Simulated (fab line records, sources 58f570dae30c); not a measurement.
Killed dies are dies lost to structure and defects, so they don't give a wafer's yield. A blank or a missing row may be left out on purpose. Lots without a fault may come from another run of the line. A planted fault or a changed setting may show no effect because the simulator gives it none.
Chamber matching | flow berkeley_cmos170 | UCB170_V1_CMP_02 on cmp-01: 4 sister chambers
The step polishes SiO2. 4 wafers are shown with their chamber, then 8 later ones without.

WAFERS WITH THEIR CHAMBER
wafer  | chamber | motor_current_A (A)
L721.2 | 3       | 14.4
L721.6 | 1       | 15.2
L726.3 | 2       | 16.7
L735.1 | 0       | 18.9

WAFERS WITHOUT THEIR CHAMBER
wafer  | motor_current_A (A)
L735.5 | 17.6
L735.6 | 14.4
L737.1 | 14.8
L737.2 | 17.9
L737.5 | 14.4
L738.1 | 14.0
L738.2 | 17.0
L738.4 | 14.8

WHICH CHAMBER EACH WENT THROUGH
wafer  | from the rows above     | in truth
L735.5 | can't be placed: 2 or 0 | 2
L735.6 | can't be placed: 3 or 1 | 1
L737.1 | can't be placed: 1 or 3 | 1
L737.2 | can't be placed: 0 or 2 | 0
L737.5 | can't be placed: 3 or 1 | 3
L738.1 | can't be placed: 3 or 1 | 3
L738.2 | 2                       | 2
L738.4 | can't be placed: 1 or 3 | 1
Placed correctly: 1 of 8. Can't be placed from these rows: 7 (the true chamber is among the candidates in 7). Placed wrongly: 0.
How it was worked out, from the rows above alone: a wafer's distance from a chamber is the root of the sum, over the readings, of the square of ((its reading less the chamber's mean) divided by the reading's scatter). The wafer belongs to the nearest chamber; if the next one is less than 2 further off, it can't be placed. A chamber's mean is the mean of its shown wafers. The scatter: with one shown wafer a chamber, the root of the mean of the squares of how far each hidden wafer lies from its nearest shown one.
